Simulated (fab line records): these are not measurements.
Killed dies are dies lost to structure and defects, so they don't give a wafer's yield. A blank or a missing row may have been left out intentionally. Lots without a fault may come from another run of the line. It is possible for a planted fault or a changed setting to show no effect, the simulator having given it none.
The same fault as seen by 2 desks -- flow berkeley_cmos170 -- numbers are kept per desk, each desk with only its own; the story behind them comes last

THE METROLOGY DESK
What the gauges read for every lot (on any tool): the sampled wafers with a number, averaged. Marked OUT: a lot whose mean sits more than 4 standard deviations from the usual mean, which makes it out of limits; the brackets give that distance.
Columns: A = GATE_OVL at UCB170_GATE_OVL_MEAS_13, usual -2 nm; B = NLDD_TW at UCB170_NLDD_TW_MEAS_11, usual 2233; C = SPACER_TEOS_THK at UCB170_SPACER_THK_MEAS_01, usual 376 nm; D = PSD_TW at UCB170_PSD_TW_MEAS_10, usual 2346; E = PSD_RS at UCB170_SDANNEAL_RS_MEAS_02, usual 75.58 ohm/sq
lot,first seen here,A,B,C,D,E
L760,day 6 05:08,5,2231,377,2339,75.53
L765,day 7 05:43,4,2227,387,2345,75.91
L766,day 7 10:54,-3,2235,374,2345,75.68
L767,day 7 21:07,-9,2235,377,2345,75.42
L768,day 7 21:25,0,2244,379,2358,75.57
L771,day 8 10:53,-5,2241,379,2347,75.77
L770,day 8 11:10,1,2241,384,2341,75.51
L772,day 8 20:16,1,2239,371,2299 (-4.3) OUT,78.89 (+13) OUT
L774,day 9 07:58,-0,2233,377,2313,78.82 (+12) OUT
L775,day 9 08:10,-2,2220,367,2353,75.32
L776,day 9 15:22,-1,2217,371,2356,76.12
L778,day 10 04:57,1,2248,377,2363,75.27
L781,day 10 15:20,4,2235,376,2351,75.45
L782,day 10 23:13,-4,2227,384,2359,75.49
This desk finds L772, L774 out of limits, with the earliest case on L772 at day 9 06:22 (PSD_TW at UCB170_PSD_TW_MEAS_10). L760, L765, L766, L767, L768, L771, L770, L775, L776, L778, L781, L782: within limits.

DESK OF THE TOOL OWNER: implanter-04
The tool's own readings at UCB170_PSD_IMPLANT_08, given as means over the sampled wafers that have a number, one for each lot that went through this tool. Marked OUT: a lot whose mean sits more than 4 standard deviations from the usual mean, which makes it out of limits; the brackets give that distance.
Columns: A = beam_on_s at UCB170_PSD_IMPLANT_08, usual 10.02 s; B = dose_ions_cm2 at UCB170_PSD_IMPLANT_08, usual 3e+15
lot,first seen here,A,B
L766,day 7 23:01,9.90,3e+15
L768,day 8 06:52,10.25,3e+15
L771,day 8 22:34,10.07,3e+15
L770,day 8 23:21,10.03,3e+15
L772,day 9 06:08,9.99,3e+15
L774,day 9 21:40,10.10,3e+15
This desk's verdict: no lot among the 6 shows anything out of limits.

PUT TOGETHER
The metrology desk could have raised an alarm at day 9 06:22, on L772, L774.
The tool owner's desk saw nothing out of limits.
Tool owner's desk: L772, L774 on record, inside its limits.
UCB170_PSD_IMPLANT_08 was run on implanter-04 by each of the lots named.

WHAT THE SIMULATOR HAD PUT IN
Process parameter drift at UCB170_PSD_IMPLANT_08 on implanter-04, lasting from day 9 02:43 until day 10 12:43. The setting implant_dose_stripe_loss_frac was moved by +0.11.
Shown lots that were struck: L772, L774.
Time in hours between the start of the fault and the first out-of-limits reading at each desk: metrology desk, 4.
